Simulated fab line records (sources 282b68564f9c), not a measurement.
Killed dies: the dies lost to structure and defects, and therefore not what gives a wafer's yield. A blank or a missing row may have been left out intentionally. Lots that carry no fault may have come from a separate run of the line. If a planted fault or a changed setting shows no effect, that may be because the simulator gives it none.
Which tool did it? || flow rit-cmos || Sampling: 7 lots, 21 wafers, 2 of 202 route steps

## WHAT THE GAUGES READ, wafer by wafer
RIT_PWELL_TW_MEAS_10.
{"lot": "L768", "measured": "day 2 12:14", "on": "film-metro-01", "PWELL_TW": "940 943 943"}
{"lot": "L772", "measured": "day 3 10:45", "on": "film-metro-01", "PWELL_TW": "939 939 934"}
{"lot": "L774", "measured": "day 3 18:40", "on": "film-metro-01", "PWELL_TW": "1168 1177 1169"}
{"lot": "L776", "measured": "day 4 10:02", "on": "film-metro-04", "PWELL_TW": "953 954 954"}
{"lot": "L780", "measured": "day 5 00:25", "on": "film-metro-01", "PWELL_TW": "943 938 945"}
{"lot": "L786", "measured": "day 6 03:40", "on": "film-metro-04", "PWELL_TW": "948 950 950"}
{"lot": "L788", "measured": "day 6 14:37", "on": "film-metro-01", "PWELL_TW": "947 946 946"}

## EACH LOT AND THE TOOL THAT RAN IT (in order: tool; ch and the chambers of the sampled wafers; start)
{"lot": "L768", "RIT_PWELL_IMPLANT_08": "implanter-02 ch 0, day 2 11:54"}
{"lot": "L772", "RIT_PWELL_IMPLANT_08": "implanter-03 ch 0, day 3 10:26"}
{"lot": "L774", "RIT_PWELL_IMPLANT_08": "implanter-01 ch 0, day 3 18:02"}
{"lot": "L776", "RIT_PWELL_IMPLANT_08": "implanter-01 ch 0, day 4 09:44"}
{"lot": "L780", "RIT_PWELL_IMPLANT_08": "implanter-03 ch 0, day 5 00:05"}
{"lot": "L786", "RIT_PWELL_IMPLANT_08": "implanter-02 ch 0, day 6 03:23"}
{"lot": "L788", "RIT_PWELL_IMPLANT_08": "implanter-01 ch 0, day 6 14:17"}
- RIT_PWELL_IMPLANT_08

## THE ANSWER, worked out from the rows above alone
Rule: the usual values come from the lots themselves. The widest of any qualifying gaps counts: lots, ordered by their means at a reading, are off when they make up no more than a third of the lots, leave a main group of 4 or more, and stand apart from it by 3 or more times the standard deviation of that group's means. If all means in a main group match to the digits the tables above print for the reading, that group is not used. Also off: a lot with no number at a reading for which 4 or more lots have one. The other lots that the step has rows for count as sound.
Off: at RIT_PWELL_TW_MEAS_10 (PWELL_TW), L774. For the main group the mean is 945 and the standard deviation 5.4.
If a tool, at a process step before that reading, ran all the lots that are off and no sound lot after the first of them, it fits. Those tools and the gauges at RIT_PWELL_TW_MEAS_10 are tried in the same way. Not one of the candidates tried fits.

## WHAT THE SIMULATOR HAD INSERTED
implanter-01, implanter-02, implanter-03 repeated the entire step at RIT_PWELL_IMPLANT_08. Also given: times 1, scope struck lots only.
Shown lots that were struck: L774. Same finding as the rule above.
